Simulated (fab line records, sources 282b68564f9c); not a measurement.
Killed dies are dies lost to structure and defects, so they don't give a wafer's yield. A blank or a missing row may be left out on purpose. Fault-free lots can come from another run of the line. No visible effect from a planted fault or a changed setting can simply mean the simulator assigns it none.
fab line records | flow rit_cmos
[record] lots = 5 | wafers = 15 | last_day = 7
route steps=202 shown GATE@83 M1@202
lots that met no fault: taken from a fault-free run of the same line
start_h: the number of hours between the record's first day and the start of the first shown wafer of the lot | wait_h: how many hours have passed since the lot's step before this one | " unchanged from the row above | L1.1+2: several wafers, shown together as one row | - no value, or no start was given | * or withheld: withheld | < > ~ a bound
route shown NAME@n: a module of which the file shows steps, and the number in the route of the first | usual: mean/standard deviation taken from wafers without a fault | same: alike in all rows | chamber/n: place in a boat | sites: per-site readings | _std_site: standard deviation of those values | _edge_site: inner sites' mean taken away from outer sites' mean | radius_mm: for every site, how far away it sits from the centre of the wafer | mask NAME#n: copy n | behind: the last tool/chamber to shape the wafer | hold: why the lot was held/for how many hours/how that ended | device: whichever transistor did not switch (one of n, p or np) | end of line: tests run on the same wafers once the route is complete | a step with no rows: only its recipe | killed: dies lost to structure and defects at the first sort, not the wafer's yield | map: dies across one wafer; x = killed, . = not, _ = none there
set.NAME: the setting the step ran with; set.NAME@STEP: the setting that earlier step ran with | model.NAME: the simulator's own value behind a step, which no gauge read
certain route steps with their lots: each step a table, each wafer a row
services: from which hour (start_h, from the record's first day; less than 0 if before it) a tool's chamber was out of use, for how many hours, and why
[[steps]]
[step RIT_GATE_THK_MEAS_07]
[recipe] reads = SiO2_of_GATE_OXIDATION_05
[usual] GATE_OXIDE_THK = 3.05/0.067
lot.wafer | tool          | chamber | start_h | wait_h | GATE_OXIDE_THK[nm]
L904.1    | film_metro-01 | -       | 70.17   | 0.0    | 3.07
L904.2    | "             | -       | "       | "      | 3.01
L904.4    | "             | -       | "       | "      | 2.91
L913.1    | film_metro-03 | -       | 124.86  | 0.0    | 2.98
L913.3    | "             | -       | "       | "      | 2.92
L913.5    | "             | -       | "       | "      | 2.88
L915.1    | film_metro-01 | -       | 135.13  | 0.0    | 3.05
L915.2    | "             | -       | "       | "      | 3.07
L915.6    | "             | -       | "       | "      | 3.04
L916.2    | film_metro-03 | -       | 137.58  | 0.0    | 3.18
L916.4    | "             | -       | "       | "      | 3.19
L916.6    | "             | -       | "       | "      | 3.11
L920.3    | film_metro-01 | -       | 155.05  | 0.0    | 2.95
L920.4    | "             | -       | "       | "      | 3.04
L920.6    | "             | -       | "       | "      | 3.00
[step RIT_GATE_CVD_08]
[recipe] material = poly-Si | target_thk_nm = 250 | temp_c = 610 | precursor = SiH4 | time_s = 2220 | pressure_mtorr = 300 | sih4_flow_sccm = 100
[step RIT_GATE_THK_MEAS_09]
[recipe] reads = poly-Si_of_GATE_CVD_08
[usual] GATE_POLY_THK = 250.4/2.2
lot.wafer | tool          | chamber | start_h | wait_h | GATE_POLY_THK[nm]
L904.1    | film_metro-01 | -       | 71.85   | 0.0    | 252.8
L904.2    | "             | -       | "       | "      | 249.0
L904.4    | "             | -       | "       | "      | 250.3
L913.1    | film_metro-01 | -       | 126.53  | 0.0    | 246.9
L913.3    | "             | -       | "       | "      | 249.9
L913.5    | "             | -       | "       | "      | 248.9
L915.1    | film_metro-03 | -       | 136.80  | 0.0    | 254.1
L915.2    | "             | -       | "       | "      | 251.5
L915.6    | "             | -       | "       | "      | 252.9
L916.2    | film_metro-01 | -       | 140.16  | 0.0    | 245.9
L916.4    | "             | -       | "       | "      | 248.0
L916.6    | "             | -       | "       | "      | 246.8
L920.3    | film_metro-01 | -       | 156.73  | 0.0    | 253.8
L920.4    | "             | -       | "       | "      | 253.5
L920.6    | "             | -       | "       | "      | 253.1
[step RIT_GATE_HMDS_10]
[recipe] prime_time_s = 60 | prime_temp_c = 140
[step RIT_GATE_COAT_11]
[recipe] resist = NOVOLAK | spin_rpm = 4207 | resist_thk_nm = 850
[step RIT_GATE_SOFTBAKE_12]
[recipe] resist = NOVOLAK | temp_c = 90 | time_s = 60
[step RIT_GATE_EXPOSE_13]
[recipe] mask_id = M6 | na = 0.6 | source_shape = conventional | sigma_outer = 0.6 | target_cd_nm = 150 | dose_mj = 380
[step RIT_GATE_PEB_14]
[recipe] resist = NOVOLAK | temp_c = withheld | time_s = withheld
[step RIT_GATE_DEVELOP_15]
[recipe] resist = NOVOLAK | develop_time_s = 50 | dev_temp_c = 23
[step RIT_GATE_CD_MEAS_16]
[recipe] target_cd_nm = 150
[usual] cd_nm = 151/3.1
lot.wafer | tool      | chamber | start_h | wait_h | cd_nm
L904.1    | cd_sem-02 | -       | 72.78   | -      | 150
L904.2    | "         | -       | "       | "      | 154
L904.4    | "         | -       | "       | "      | 153
L913.1    | cd_sem-01 | -       | 127.44  | -      | 147
L913.3    | "         | -       | "       | "      | 147
L913.5    | "         | -       | "       | "      | 147
L915.1    | cd_sem-02 | -       | 137.88  | -      | 142
L915.2    | "         | -       | "       | "      | 146
L915.6    | "         | -       | "       | "      | 142
L916.2    | cd_sem-01 | -       | 141.37  | -      | 153
L916.4    | "         | -       | "       | "      | 152
L916.6    | "         | -       | "       | "      | 152
L920.3    | cd_sem-01 | -       | 157.87  | -      | 148
L920.4    | "         | -       | "       | "      | 147
L920.6    | "         | -       | "       | "      | 145
[step RIT_GATE_OVL_MEAS_17]
[usual] GATE_OVL = 0.2/1.1
lot.wafer | tool       | chamber | start_h | wait_h | GATE_OVL[nm]
L904.1    | overlay-02 | -       | 72.90   | 0.1    | 0.4
L904.2    | "          | -       | "       | "      | -0.2
L904.4    | "          | -       | "       | "      | 0.3
L913.1    | overlay-02 | -       | 127.56  | 0.1    | 1.4
L913.3    | "          | -       | "       | "      | -2.1
L913.5    | "          | -       | "       | "      | 0.4
L915.1    | overlay-02 | -       | 138.00  | 0.1    | 0.8
L915.2    | "          | -       | "       | "      | 1.2
L915.6    | "          | -       | "       | "      | 1.5
L916.2    | overlay-02 | -       | 141.47  | 0.1    | -1.0
L916.4    | "          | -       | "       | "      | -0.7
L916.6    | "          | -       | "       | "      | -0.3
L920.3    | overlay-02 | -       | 157.96  | 0.1    | -0.8
L920.4    | "          | -       | "       | "      | -0.1
L920.6    | "          | -       | "       | "      | 0.8
[step RIT_GATE_HARDBAKE_18]
[recipe] resist = NOVOLAK | temp_c = 140 | time_s = 60
[step RIT_GATE_ETCH_19]
[recipe] chemistry = SF6/CHF3/O2 | time_s = 165 | SF6_flow_sccm = 30 | CHF3_flow_sccm = 30 | O2_flow_sccm = 5 | target = poly-Si | pressure_mtorr = 40 | rf_w = 160 | target_depth_a = 3125 | over_etch_frac = 0.25 | stop_on = SiO2
[usual] chamber_pressure_mTorr = 40.00/0.038 | drypump_motor_current_A = 5.8/0.31 | he_backside_leak_sccm = 2.80/0.29 | oes_product_au = 0.848/0.013 | run_length_s = 193.3/0.46 | throttle_valve_pct = 10.28/0.17
lot.wafer | tool      | chamber | start_h | wait_h | chamber_pressure_mTorr | drypump_motor_current_A | he_backside_leak_sccm | oes_product_au | rf_hours_counter_h | run_length_s | throttle_valve_pct | model.NOVOLAK_of_GATE_COAT_11.thk_nm
L904.1    | rie_si-01 | 1       | 73.23   | 0.1    | 39.99                  | 5.9                     | 3.24                  | 0.853          | 105                | 193.5        | 10.17              | 673.1
L904.2    | "         | 0       | "       | "      | 40.04                  | 5.5                     | 2.89                  | 0.849          | 119                | 192.6        | 10.05              | 676.2
L904.4    | "         | 3       | "       | "      | 39.97                  | 5.5                     | 3.08                  | 0.860          | 133                | 194.1        | 10.54              | 677
L913.1    | rie_si-02 | 2       | 127.75  | 0.1    | 40.01                  | 6.0                     | 2.74                  | 0.827          | 3                  | 193.7        | 10.46              | 672
L913.3    | "         | 3       | "       | "      | 39.99                  | 6.8                     | 2.71                  | 0.860          | 79                 | 192.6        | 10.48              | 670.8
L913.5    | "         | 0       | "       | "      | 39.98                  | 5.9                     | 2.58                  | 0.818          | -                  | 192.7        | 10.20              | 671
L915.1    | rie_si-02 | 0       | 138.20  | 0.1    | 40.09                  | 5.9                     | 2.52                  | 0.832          | 49                 | 192.6        | 10.20              | 674.6
L915.2    | "         | 1       | "       | "      | 39.97                  | 5.4                     | 2.22                  | 0.847          | 0                  | 193.4        | 10.35              | 675.5
L915.6    | "         | 1       | "       | "      | 40.01                  | 5.4                     | 2.35                  | 0.860          | -                  | 193.3        | 10.35              | 673.9
L916.2    | rie_si-02 | 1       | 141.65  | 0.1    | 40.00                  | 5.4                     | 2.24                  | 0.838          | 0                  | 193.6        | 10.35              | 674.5
L916.4    | "         | 2       | "       | "      | 40.04                  | 5.9                     | 2.45                  | 0.830          | -                  | 193.8        | 10.47              | 673.7
L916.6    | "         | 0       | "       | "      | 40.02                  | 5.9                     | 2.51                  | 0.812          | -                  | 193.0        | 10.21              | 671.2
L920.3    | rie_si-01 | 1       | 158.13  | 0.1    | 39.95                  | 5.8                     | 3.10                  | 0.727          | 106                | 239.8        | 10.17              | 651.9
L920.4    | "         | 0       | "       | "      | 39.99                  | 5.5                     | 2.77                  | 0.852          | 120                | 193.4        | 10.06              | 675.7
L920.6    | "         | 0       | "       | "      | 39.98                  | 5.5                     | 3.00                  | 0.850          | -                  | 192.9        | 10.04              | 675.7
[step RIT_GATE_STRIP_20]
[recipe] chemistry = O2 | time_s = 180 | resist = NOVOLAK | platen_temp_c = withheld | power_w = 500 | pressure_mtorr = 4000 | o2_flow_sccm = 4000
[usual] chamber_pressure_mTorr = 4001/3.8 | drypump_motor_current_A = 5.3/0.32
lot.wafer | tool            | chamber | start_h | wait_h | chamber_pressure_mTorr | drypump_motor_current_A | rf_hours_counter_h
L904.1    | plasma_asher-02 | 1       | 73.34   | 0.1    | 3998                   | 5.4                     | 46
L904.2    | "               | 0       | "       | "      | 4001                   | 5.4                     | 46
L904.4    | "               | 0       | "       | "      | 4001                   | 5.3                     | -
L913.1    | plasma_asher-01 | 0       | 127.86  | 0.1    | 3999                   | 5.0                     | 47
L913.3    | "               | 1       | "       | "      | 4002                   | 4.9                     | -
L913.5    | "               | 0       | "       | "      | 3997                   | 5.0                     | -
L915.1    | plasma_asher-02 | 0       | 138.31  | 0.1    | 3998                   | 5.3                     | 53
L915.2    | "               | 1       | "       | "      | 4001                   | 5.3                     | 53
L915.6    | "               | 0       | "       | "      | 3997                   | 5.4                     | -
L916.2    | plasma_asher-04 | 1       | 141.76  | 0.1    | 4002                   | 5.3                     | 3
L916.4    | "               | 0       | "       | "      | 4003                   | 5.9                     | -
L916.6    | "               | 0       | "       | "      | 3995                   | 5.9                     | -
L920.3    | plasma_asher-02 | 1       | 158.30  | 0.1    | 4005                   | 5.4                     | -
L920.4    | "               | 0       | "       | "      | 4006                   | 5.3                     | -
L920.6    | "               | 1       | "       | "      | 3999                   | 5.4                     | -
[step RIT_M1_PROBE_99]
[usual] killed_at_M0_to_M3 = 0.0/0.12 | killed_at_contacts = 0.1/0.25 | killed_at_front_end = 7/3.2 | killed_dies = 7/3.2 | killed_open = 3.5/2.2 | killed_short = 3.6/2.1
[same] gross_dies = 264 | killed_at_M4_up = 0 | killed_at_back_side = 0 | killed_at_other = 0
lot.wafer | tool      | chamber | start_h | wait_h | killed_at_M0_to_M3 | killed_at_contacts | killed_at_front_end | killed_dies | killed_open | killed_short
L904.1    | prober-01 | -       | 94.87   | 0.1    | 0                  | 0                  | 8                   | 8           | 2           | 6
L904.2    | prober-01 | -       | 94.92   | 0.1    | 0                  | 0                  | 5                   | 5           | 3           | 2
L904.4    | prober-01 | -       | 95.02   | 0.2    | 0                  | 0                  | 7                   | 7           | 3           | 4
L915.1    | prober-02 | -       | 159.91  | 0.1    | 0                  | 0                  | 6                   | 6           | 3           | 3
L915.2    | prober-02 | -       | 159.96  | 0.1    | 0                  | 0                  | 9                   | 9           | 5           | 4
L915.6    | prober-02 | -       | 160.16  | 0.2    | 0                  | 0                  | 7                   | 7           | 1           | 6
L916.2    | prober-02 | -       | 164.82  | 0.1    | 0                  | 0                  | 6                   | 6           | 2           | 4
L916.4    | prober-02 | -       | 164.92  | 0.2    | 0                  | 0                  | 4                   | 4           | 3           | 1
L916.6    | prober-02 | -       | 165.02  | 0.2    | 0                  | 0                  | 5                   | 5           | 2           | 3
L920.3    | prober-01 | -       | 178.46  | 0.2    | 0                  | 0                  | 4                   | 4           | 0           | 4
L920.4    | prober-01 | -       | 178.51  | 0.2    | 0                  | 0                  | 5                   | 5           | 3           | 2
L920.6    | prober-01 | -       | 178.61  | 0.2    | 0                  | 0                  | 11                  | 11          | 2           | 9
// killed by level:class
L904.1 SPACER:geometric_particle:short=4 REOX:geometric_particle:short=1 SPACER:geometric_particle:open=1 SILICIDE:geometric_particle:open=1 SILICIDE:geometric_particle:short=1
L904.2 FOX1:geometric_particle:open=1 FOX2:geometric_particle:short=1 REOX:geometric_particle:open=1 SILICIDE:geometric_particle:short=1 SILICIDE:geometric_particle:open=1
L904.4 SPACER:geometric_particle:short=2 REOX:geometric_particle:short=1 REOX:geometric_particle:open=1 SPACER:geometric_particle:open=1 SILICIDE:geometric_particle:open=1 SILICIDE:geometric_particle:short=1
L915.1 GATE:geometric_particle:open=2 FOX1:geometric_particle:short=1 FOX1:geometric_particle:open=1 GATE:geometric_particle:short=1 REOX:geometric_particle:short=1
L915.2 GATE:geometric_particle:short=3 GATE:geometric_particle:open=2 REOX:geometric_particle:open=2 FOX1:geometric_particle:short=1 SPACER:geometric_particle:open=1
L915.6 FOX1:geometric_particle:short=3 GATE:geometric_particle:short=2 FOX1:geometric_particle:open=1 SPACER:geometric_particle:short=1
L916.2 FOX1:geometric_particle:short=2 FOX2:geometric_particle:short=1 GATE:geometric_particle:open=1 REOX:geometric_particle:open=1 SILICIDE:geometric_particle:short=1
L916.4 REOX:geometric_particle:open=3 REOX:geometric_particle:short=1
L916.6 FOX1:geometric_particle:open=1 FOX1:geometric_particle:short=1 FOX2:geometric_particle:short=1 SPACER:geometric_particle:open=1 SILICIDE:geometric_particle:short=1
L920.3 FOX1:geometric_particle:short=2 GATE:geometric_particle:short=2
L920.4 FOX1:geometric_particle:open=3 FOX1:geometric_particle:short=1 GATE:geometric_particle:short=1
L920.6 SPACER:geometric_particle:short=3 FOX1:geometric_particle:short=2 GATE:geometric_particle:open=2 SILICIDE:geometric_particle:short=2 FOX2:geometric_particle:short=1 GATE:geometric_particle:short=1
[[services]]
tool            | chamber | start_h | hours | kind
rie_si-02       | -       | 50.26   | 28.1  | pm
plasma_asher-04 | -       | 51.11   | 3.1   | repair
plasma_asher-04 | -       | 77.09   | 1.1   | repair
rie_si-02       | 1       | 78.36   | -     | clean
rie_si-02       | 1       | 78.36   | 19.1  | scheduled_down
rie_si-02       | 1       | 78.36   | 19.1  | vent_cycle
rie_si-02       | 2       | 91.23   | 10.4  | repair
plasma_asher-04 | -       | 108.75  | 9.0   | pm
plasma_asher-04 | 0       | 108.75  | 9.0   | vent_cycle
plasma_asher-04 | 1       | 108.75  | 9.0   | vent_cycle
plasma_asher-04 | 0       | 117.75  | -     | clean
plasma_asher-04 | 1       | 117.75  | -     | clean
rie_si-01       | 0       | 123.86  | 4.0   | repair
plasma_asher-04 | -       | 131.12  | 4.3   | pm
rie_si-02       | 3       | 135.32  | 21.1  | repair
[[key]]
[first_sign] step = RIT_GATE_ETCH_19 | reading = run_length_s | direction = up | sigmas = 99+ | usual = * | struck = *
[effect] step = RIT_GATE_ETCH_19 | reading = oes_product_au | direction = down | sigmas = 9.4 | usual = 0.848 | struck = 0.727
[model_effect] step = RIT_GATE_ETCH_19 | value = NOVOLAK_of_GATE_COAT_11.thk_nm | without = 675.3 | struck = 651.9
met_at RIT_GATE_ETCH_19
struck_wafers L920.3
tester_left_out L920
onset_between 73.23 158.13
[fault] kind = process_parameter_drift | tool = rie_si-01 | chamber = 1 | onset_h = 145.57 | steps = RIT_GATE_ETCH_19 | channel = time_s | offset = * | shape = step | end_h = 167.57 | stated = *
// tester_left_out: of these lots the tester's yield and bins aren't shown, on N5 and GAA mostly nor the transistor test; their killed dies are dies lost to structure and defects alone, not to doping, threshold or leakage, so they don't give the yield
